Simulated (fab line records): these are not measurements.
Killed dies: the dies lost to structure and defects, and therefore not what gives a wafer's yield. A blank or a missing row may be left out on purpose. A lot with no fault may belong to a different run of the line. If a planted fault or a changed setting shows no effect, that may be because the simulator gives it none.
Comparing a struck lot with a sound one || flow rit_cmos || 18 out of 202 route steps
Sound: wafers L837.1, L837.2, L837.4. The struck wafers were L848.2, L848.4, L848.5. The cause is given at the end.
For every step that has rows: the tool of each side, followed by ch and its chambers, followed by its first start. Under that, the readings that differ: sound wafers || struck wafers || difference of the means || sigmas: that difference in standard deviations of wafers without a fault.
alike: readings with means less than 2 such deviations apart, plus words and numbers identical on both sides. not compared: withheld readings, readings lacking a value on some wafer, bounds such as >300 that could conceal the same value, and numbers that have no deviation in the record and whose values overlap.
A row with sigmas, a row that says differs or no value, or rows on one side alone: a step with any of these is where the two part. Numbers that don't overlap but have no deviation are shown without sigmas and don't part them. A reading that every wafer of one side lacks parts them only if that side has two wafers or more.

first, 4 steps without rows for these wafers: RIT_PSD_SOFTBAKE_02 (time 60 s); RIT_PSD_EXPOSE_03 (exposes mask M10, target cd 40900 nm); RIT_PSD_PEB_04; RIT_PSD_DEVELOP_05 (develop time 50 s).
RIT_PSD_OVL_MEAS_06:
  sound: overlay-01 at day 4 00:52; struck: overlay-02 at day 6 13:52
{"reading": "PSD_OVL (nm)", "sound": "-1.3 -0.8 -1.6", "struck": "1.0 1.4 2.1", "difference": "+2.7", "sigmas": "+2"}
then, 2 steps without rows for these wafers: RIT_PSD_HARDBAKE_07 (time 60 s); RIT_PSD_IMPLANT_08.
RIT_PSD_STRIP_09: strips in O2, time 180 s.
  sound on plasma_asher-02 ch 0,1, day 4 01:12; struck on plasma_asher-02 ch 0,1, day 6 14:12
  alike: drypump_motor_current_A
  not compared: rf_hours_counter_h
RIT_PSD_TW_MEAS_10:
  sound: film_metro-01 at day 4 01:23; struck: film_metro-04 at day 6 14:23
  alike: PSD_TW
then, 3 steps without rows for these wafers: RIT_SDANNEAL_CLEAN_00 (cleans in SC1, time 600 s); RIT_SDANNEAL_CLEAN_01 (cleans in dHF, time 30 s); RIT_SDANNEAL_CLEAN_02 (cleans in SC2, time 600 s).
RIT_SDANNEAL_RTA_03: time 5 s.
  sound on rtp_anneal-01 ch 0, day 4 01:59; struck on rtp_anneal-02 ch 0, day 6 14:49
  alike: wafer_temp_C_max
RIT_SDANNEAL_RS_MEAS_04: the measuring method here is four-point-probe.
  sound: film_metro-03 at day 4 02:02; struck: film_metro-04 at day 6 14:53
{"reading": "PSD_RS (ohm/sq)", "sound": "115.9 115.7 116.1", "struck": "114.4 114.2 114.5", "difference": -1.5, "sigmas": -5}
RIT_SDANNEAL_RS_MEAS_05: the measuring method here is four-point-probe.
  sound: film_metro-03 at day 4 02:10; struck: film_metro-04 at day 6 15:00
  alike: NSD_RS
RIT_SDANNEAL_RS_MEAS_06: the measuring method here is four-point-probe.
  sound: film_metro-03 at day 4 02:17; struck: film_metro-04 at day 6 15:07
{"reading": "PLDD_RS (ohm/sq)", "sound": "180.3 179.9 180.6", "struck": "178.5 178.5 178.6", "difference": -1.7, "sigmas": -3}
RIT_SDANNEAL_RS_MEAS_07: the measuring method here is four-point-probe.
  sound: film_metro-03 at day 4 02:24; struck: film_metro-04 at day 6 15:14
{"reading": "NLDD_RS (ohm/sq)", "sound": "150.9 151.0 150.8", "struck": "152.9 152.3 152.7", "difference": "+1.7", "sigmas": "+3"}
RIT_M1_PROBE_99:
  sound: prober-01 at day 4 10:21; struck: prober-02 at day 6 23:46
{"reading": "killed_at_M0_to_M3", "sound": "1 0 0", "struck": "0 0 0", "difference": "+0", "sigmas": -3}
{"reading": "model.etest.pmos_0p15.off_log10_a_um", "sound": "-10.56 -10.51 -10.41", "struck": "-9.967 -9.734 -10.01", "difference": "+0.590", "sigmas": ""}
{"reading": "model.etest.vpnp.gain", "sound": "1.03 1.036 1.055", "struck": "1.09 1.092 1.078", "difference": "+0.05", "sigmas": ""}
{"reading": "model.etest.diode_pplus_comb.cj_ff_um2", "sound": "2.004 2.019 2.005", "struck": "2.05 2.045 2.061", "difference": "+0.04", "sigmas": ""}
{"reading": "model.etest.pmos_0p15.vt_sat_v (V)", "sound": "-0.3141 -0.3154 -0.3047", "struck": "-0.2806 -0.2618 -0.267", "difference": "+0.0416", "sigmas": ""}
{"reading": "model.etest.cap_p_gate.vfb_v (V)", "sound": "0.9626 0.9621 0.9587", "struck": "0.9769 0.9748 0.9748", "difference": "+0.0144", "sigmas": ""}
  alike: killed_at_contacts, killed_at_front_end, killed_dies, killed_open, killed_short
  not compared: model.etest.pmos_turned.drive_ua_um

WHERE THEY PART
At RIT_PSD_OVL_MEAS_06 first; at RIT_M1_PROBE_99 last (within this record only).

WHY: what had been put in by the simulator
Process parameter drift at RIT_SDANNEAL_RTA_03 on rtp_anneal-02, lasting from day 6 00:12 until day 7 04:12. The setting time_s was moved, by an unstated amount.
